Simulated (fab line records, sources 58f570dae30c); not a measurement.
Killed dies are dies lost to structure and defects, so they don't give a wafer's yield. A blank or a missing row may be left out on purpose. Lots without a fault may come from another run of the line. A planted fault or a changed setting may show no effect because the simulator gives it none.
fab line records | flow berkeley_cmos170
record lots=13 wafers=39 last_day=12
route steps=331 shown NVT@113 GATE@135 PLDD@152
lots that met no fault: from a run of the same line without faults
start_h: hours from the record's first day to the start of the lot's first wafer shown | wait_h: hours since the lot's step before | " the same as in the row above | L1.1+2: a row that stands for several wafers | - no value, or no start given | * or withheld: withheld | < > ~ a bound
route shown NAME@n: a module of which the file shows steps, and the number in the route of the first | usual: mean/standard deviation of fault-free wafers | same: alike in all rows | chamber/n: place in a boat | sites: the reading at each site | _std_site: their standard deviation | _edge_site: outer sites' mean less inner sites' | radius_mm: how far each site lies from the wafer's centre | mask NAME#n: copy n | behind: the tool/chamber that last shaped the wafer | hold: why the lot was held/for how many hours/how that ended | device: the transistor (n, p or np) that didn't switch | end of line: the same wafers' tests at the end of the route | a step without rows: its recipe alone | killed: dies lost to structure and defects at the first sort, not the wafer's yield | map: a wafer's dies, x killed, . not, _ none there
set.NAME: the setting as run; set.NAME@STEP: as run at that earlier step | model.NAME: the simulator's own value behind a step, which no gauge read
steps of the route over a sample of lots; a table a step, a row a wafer
services: from which hour (start_h, from the record's first day; less than 0 if before it) a tool's chamber was out of use, for how many hours, and why
## steps
# step UCB170_NVT_TW_MEAS_09
# usual NVT_TW=519/3.5
# columns lot.wafer tool chamber start_h wait_h NVT_TW
L341.3 film_metro-02 - 110.47 0.1 522
L341.4 " - " " 521
L341.5 " - " " 519
L342.2 film_metro-03 - 116.54 0.1 517
L342.4 " - " " 516
L342.6 " - " " 518
L343.1 film_metro-03 - 123.94 0.1 515
L343.5 " - " " 518
L343.6 " - " " 516
L345.1 film_metro-03 - 133.12 0.1 517
L345.5 " - " " 515
L345.6 " - " " 516
L346.1 film_metro-03 - 133.59 0.1 515
L346.3 " - " " 518
L346.6 " - " " 523
L347.3 film_metro-02 - 139.49 0.1 525
L347.4 " - " " 523
L347.6 " - " " 521
L348.1 film_metro-01 - 139.74 0.1 519
L348.3 " - " " 520
L348.4 " - " " 522
L359.1 film_metro-01 - 193.63 0.1 516
L359.3 " - " " 516
L359.4 " - " " 513
L360.1 film_metro-01 - 193.90 0.1 514
L360.2 " - " " 515
L360.6 " - " " 517
L358.3 film_metro-03 - 193.91 0.1 520
L358.4 " - " " 518
L358.5 " - " " 519
L361.1 film_metro-03 - 209.85 0.1 519
L361.2 " - " " 519
L361.5 " - " " 520
L362.3 film_metro-03 - 218.87 0.1 518
L362.4 " - " " 514
L362.6 " - " " 518
L363.2 film_metro-01 - 218.97 0.1 519
L363.4 " - " " 515
L363.5 " - " " 518
# step UCB170_GATE_EXPOSE_09
# recipe mask_id=POLY target_cd_nm=350 na=0.5 sigma_outer=0.6 source_shape=conventional dose_mj=21
# same na=0.5
# columns lot.wafer tool chamber start_h wait_h mask
L341.3+4+5 krf_scanner-02 0 128.79 - POLY#0
L342.2+4+6 krf_scanner-02 0 130.17 - POLY#0
L343.1+5+6 krf_scanner-01 0 136.79 - POLY#0
L345.1+5+6 krf_scanner-01 0 144.34 - POLY#0
L346.1+3+6 krf_scanner-02 0 144.58 - POLY#0
L348.1+3+4 krf_scanner-01 0 153.67 - POLY#0
L347.3+4+6 krf_scanner-01 0 153.82 - POLY_R1#0
L359.1+3+4 krf_scanner-02 0 211.40 - POLY#0
L358.3+4+5 krf_scanner-02 0 211.56 - POLY#0
L360.1+2+6 krf_scanner-01 0 211.76 - POLY#0
L361.1+2+5 krf_scanner-01 0 226.65 - POLY#0
L362.3+4+6 krf_scanner-01 0 233.37 - POLY#0
L363.2+4+5 krf_scanner-02 0 233.59 - POLY#0
# step UCB170_GATE_CD_MEAS_12
# recipe target_cd_nm=350
# usual cd_nm=349.7/1.6
# columns lot.wafer tool chamber start_h wait_h cd_nm
L341.3 cd_sem-02 - 129.18 - 348.4
L341.4 " - " " 350.3
L341.5 " - " " 349.1
L342.2 cd_sem-02 - 130.57 - 350.5
L342.4 " - " " 348.3
L342.6 " - " " 349.9
L343.1 cd_sem-01 - 137.19 - 346.0
L343.5 " - " " 345.3
L343.6 " - " " 345.8
L345.1 cd_sem-01 - 144.73 - 352.0
L345.5 " - " " 351.2
L345.6 " - " " 350.0
L346.1 cd_sem-02 - 144.97 - 350.4
L346.3 " - " " 349.7
L346.6 " - " " 349.3
L348.1 cd_sem-02 - 154.27 - 351.5
L348.3 " - " " 349.9
L348.4 " - " " 350.9
L347.3 cd_sem-02 - 154.43 - 280.7
L347.4 " - " " 280.4
L347.6 " - " " 280.5
L359.1 cd_sem-01 - 211.79 - 352.9
L359.3 " - " " 352.7
L359.4 " - " " 352.8
L358.3 cd_sem-01 - 211.99 - 348.4
L358.4 " - " " 347.0
L358.5 " - " " 349.3
L360.1 cd_sem-02 - 212.26 - 348.6
L360.2 " - " " 347.8
L360.6 " - " " 349.4
L361.1 cd_sem-02 - 227.04 - 350.9
L361.2 " - " " 352.1
L361.5 " - " " 350.4
L362.3 cd_sem-01 - 234.07 - 351.1
L362.4 " - " " 350.9
L362.6 " - " " 349.6
L363.2 cd_sem-01 - 234.29 - 350.7
L363.4 " - " " 350.4
L363.5 " - " " 350.8
# step UCB170_GATE_OVL_MEAS_13
# usual GATE_OVL=-3/5.3
# columns lot.wafer tool chamber start_h wait_h GATE_OVL[nm]
L341.3 overlay-02 - 129.28 0.1 1
L341.4 " - " " -2
L341.5 " - " " 1
L342.2 overlay-02 - 130.67 0.1 1
L342.4 " - " " -2
L342.6 " - " " 3
L343.1 overlay-02 - 137.31 0.1 -2
L343.5 " - " " -6
L343.6 " - " " -14
L345.1 overlay-01 - 144.85 0.1 1
L345.5 " - " " 1
L345.6 " - " " -5
L346.1 overlay-02 - 145.09 0.1 -2
L346.3 " - " " -1
L346.6 " - " " -10
L348.1 overlay-02 - 154.39 0.1 -2
L348.3 " - " " 10
L348.4 " - " " 8
L347.3 overlay-02 - 154.52 0.1 -2
L347.4 " - " " -1
L347.6 " - " " 1
L359.1 overlay-02 - 211.91 0.1 -4
L359.3 " - " " 3
L359.4 " - " " 3
L358.3 overlay-02 - 212.08 0.1 -2
L358.4 " - " " -6
L358.5 " - " " -1
L360.1 overlay-01 - 212.38 0.1 -7
L360.2 " - " " 2
L360.6 " - " " -1
L361.1 overlay-02 - 227.16 0.1 8
L361.2 " - " " 5
L361.5 " - " " -4
L362.3 overlay-01 - 234.16 0.1 -7
L362.4 " - " " -9
L362.6 " - " " -3
L363.2 overlay-02 - 234.40 0.1 -5
L363.4 " - " " -9
L363.5 " - " " -6
# step UCB170_PLDD_OVL_MEAS_07
# usual PLDD_OVL=-1/4.8
# columns lot.wafer tool chamber start_h wait_h PLDD_OVL[nm]
L341.3 overlay-01 - 131.03 0.1 0
L341.4 " - " " 0
L341.5 " - " " -1
L342.2 overlay-01 - 132.92 0.1 -5
L342.4 " - " " -8
L342.6 " - " " 3
L343.1 overlay-01 - 139.93 0.1 3
L343.5 " - " " 6
L343.6 " - " " 2
L346.1 overlay-02 - 148.19 0.1 -1
L346.3 " - " " -4
L346.6 " - " " -4
L345.1 overlay-02 - 148.62 0.1 -3
L345.5 " - " " -7
L345.6 " - " " 5
L348.1 overlay-01 - 157.41 0.1 -3
L348.3 " - " " -2
L348.4 " - " " -6
L359.1 overlay-01 - 213.43 0.1 -2
L359.3 " - " " 0
L359.4 " - " " 5
L358.3 overlay-02 - 213.73 0.1 2
L358.4 " - " " -3
L358.5 " - " " 0
L360.1 overlay-01 - 214.01 0.1 3
L360.2 " - " " 2
L360.6 " - " " 11
L361.1 overlay-01 - 228.94 0.1 5
L361.2 " - " " -2
L361.5 " - " " 2
L362.3 overlay-02 - 236.17 0.1 -5
L362.4 " - " " -4
L362.6 " - " " -2
L363.2 overlay-01 - 236.68 0.1 7
L363.4 " - " " 12
L363.5 " - " " 3
## services
# columns tool chamber start_h hours kind
krf_scanner-01 - 129.21 1.0 pm
krf_scanner-01 - 130.21 0.8 pm
krf_scanner-02 - 131.08 7.2 pm
krf_scanner-02 - 138.28 1.0 pm
krf_scanner-01 - 140.03 1.3 pm
krf_scanner-02 0 156.41 - calibration
krf_scanner-01 - 162.12 6.0 pm
krf_scanner-01 - 182.18 3.6 pm
krf_scanner-01 - 191.02 2.2 repair
krf_scanner-01 - 195.79 4.0 pm
krf_scanner-02 - 229.80 1.3 pm
krf_scanner-01 - 231.13 1.0 pm
krf_scanner-01 - 232.13 0.8 pm
krf_scanner-01 0 233.53 - calibration
## key
first_sign step=UCB170_GATE_EXPOSE_09 reading=mask direction=changed
effect step=UCB170_GATE_CD_MEAS_12 reading=cd_nm direction=down sigmas=44 usual=349.7 struck=280.5
met_at UCB170_GATE_EXPOSE_09
struck_lots L347
later_rows_left_out L347.3,L347.4,L347.6
sort_left_out L347.3,L347.4,L347.6
tester_left_out L347
not_acting_at UCB170_NVT_TW_MEAS_09,UCB170_GATE_OVL_MEAS_13,UCB170_PLDD_OVL_MEAS_07
onset_between 153.67 153.82
fault kind=wrong_mask tool=any chamber=- onset_h=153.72 steps=UCB170_GATE_EXPOSE_09 aux_copy=POLY_R1#0 cd_offset_nm=-70 scope=struck_lots_only
# tester_left_out: of these lots the tester's yield and bins aren't shown, on N5 and GAA mostly nor the transistor test; their killed dies are dies lost to structure and defects alone, not to doping, threshold or leakage, so they don't give the yield
# sort_left_out: the simulated sort isn't trusted on such a fault, so these wafers' sort isn't shown, and their yield isn't known
# later_rows_left_out: the simulator's readings of these wafers behind a module that went badly wrong aren't trusted and aren't shown, but for the sort
